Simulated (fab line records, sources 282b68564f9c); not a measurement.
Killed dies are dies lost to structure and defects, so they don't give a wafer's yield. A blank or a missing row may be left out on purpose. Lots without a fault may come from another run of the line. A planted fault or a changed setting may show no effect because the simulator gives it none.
Tool commonality check | flow rit_cmos | 13 lots, 39 wafers sampled

WHY IT WAS OPENED
At RIT_SPACER_THK_MEAS_04 the reading SPACER_NITRIDE_THK is flagged on 1 of 13 lots. Wafers without a fault read 253.3 nm, standard deviation 2.3.
Rule: a lot is flagged when every wafer of it that has a number lies more than 4 standard deviations from that mean, or none has a number. The other lots count as sound.

lot  | measured    | on            | SPACER_NITRIDE_THK (nm), wafer by wafer | flag
L272 | day 3 12:33 | film_metro-03 | 253.9 253.5 254.5                       |
L276 | day 4 12:44 | film_metro-03 | 249.1 251.7 249.6                       |
L277 | day 4 22:18 | film_metro-03 | 252.6 254.3 252.6                       |
L279 | day 5 11:19 | film_metro-03 | 250.5 249.0 249.1                       |
L282 | day 6 09:34 | film_metro-03 | 255.7 254.8 257.4                       |
L283 | day 6 09:34 | film_metro-01 | 253.0 253.6 254.9                       |
L285 | day 6 14:37 | film_metro-04 | 255.8 253.2 252.1                       |
L286 | day 6 23:37 | film_metro-04 | 258.0 259.1 256.6                       |
L288 | day 7 01:01 | film_metro-03 | 253.4 253.7 254.7                       |
L289 | day 7 12:46 | film_metro-04 | 166.7 167.2 167.4                       | FLAGGED
L291 | day 7 13:38 | film_metro-04 | 248.2 251.7 251.6                       |
L292 | day 7 22:25 | film_metro-03 | 251.7 249.8 248.4                       |
L293 | day 8 03:40 | film_metro-01 | 254.7 254.2 253.7                       |
The numbers of the flagged lots are 167.1 nm on average: -86.2 nm against the usual, or -37 standard deviations.

WHICH TOOL RAN EACH LOT
The record holds 1 process step before the reading, out of a route of 202 steps. In each cell: the tool, then ch and the chambers that the sampled wafers went through, then the start.
lot  | flag    | RIT_SPACER_CVD_03
L272 |         | lpcvd-02 ch 1, day 3 08:14
L276 |         | lpcvd-01 ch 1, day 4 10:49
L277 |         | lpcvd-02 ch 0, day 4 20:23
L279 |         | lpcvd-01 ch 0, day 5 09:24
L282 |         | lpcvd-01 ch 1, day 6 07:39
L283 |         | lpcvd-01 ch 0, day 6 07:39
L285 |         | lpcvd-01 ch 1, day 6 12:41
L286 |         | lpcvd-02 ch 0, day 6 21:41
L288 |         | lpcvd-01 ch 1, day 6 23:05
L289 | FLAGGED | lpcvd-02 ch 1, day 7 10:51
L291 |         | lpcvd-01 ch 0, day 7 11:43
L292 |         | lpcvd-01 ch 1, day 7 20:30
L293 |         | lpcvd-02 ch 0, day 8 01:44
What these steps do:
- RIT_SPACER_CVD_03: deposits Si3N4 from SiH2Cl2/NH3, target thk 250 nm, time 3300 s.
- RIT_SPACER_THK_MEAS_04

FLAGGED OVER TOTAL, TOOL BY TOOL (the gauges that took the reading come last)
step                   | tool          | lots run | flagged | share of the flagged lots | sound lots run after its first flagged lot
RIT_SPACER_CVD_03      | lpcvd-01      | 8        | 0       | none                      | -
RIT_SPACER_CVD_03      | lpcvd-02      | 5        | 1       | all                       | 1 (L293)
RIT_SPACER_THK_MEAS_04 | film_metro-01 | 2        | 0       | none                      | -
RIT_SPACER_THK_MEAS_04 | film_metro-03 | 7        | 0       | none                      | -
RIT_SPACER_THK_MEAS_04 | film_metro-04 | 4        | 1       | all                       | 1 (L291)

WHAT THE TABLE ALLOWS
2 rows of the table ran every flagged lot: lpcvd-02 at RIT_SPACER_CVD_03, film_metro-04 at RIT_SPACER_THK_MEAS_04.
- lpcvd-02 at RIT_SPACER_CVD_03: 1 of its 5 lots flagged. Sound lots ran on it after the first flagged one (L293), which a lasting fault on the whole tool wouldn't allow.
- film_metro-04 at RIT_SPACER_THK_MEAS_04: 1 of its 4 lots flagged. Sound lots ran on it after the first flagged one (L291), which a lasting fault on the whole tool wouldn't allow.
No row of the table ran every flagged lot and no sound lot after the first.

WHAT THE SIMULATOR HAD PUT IN
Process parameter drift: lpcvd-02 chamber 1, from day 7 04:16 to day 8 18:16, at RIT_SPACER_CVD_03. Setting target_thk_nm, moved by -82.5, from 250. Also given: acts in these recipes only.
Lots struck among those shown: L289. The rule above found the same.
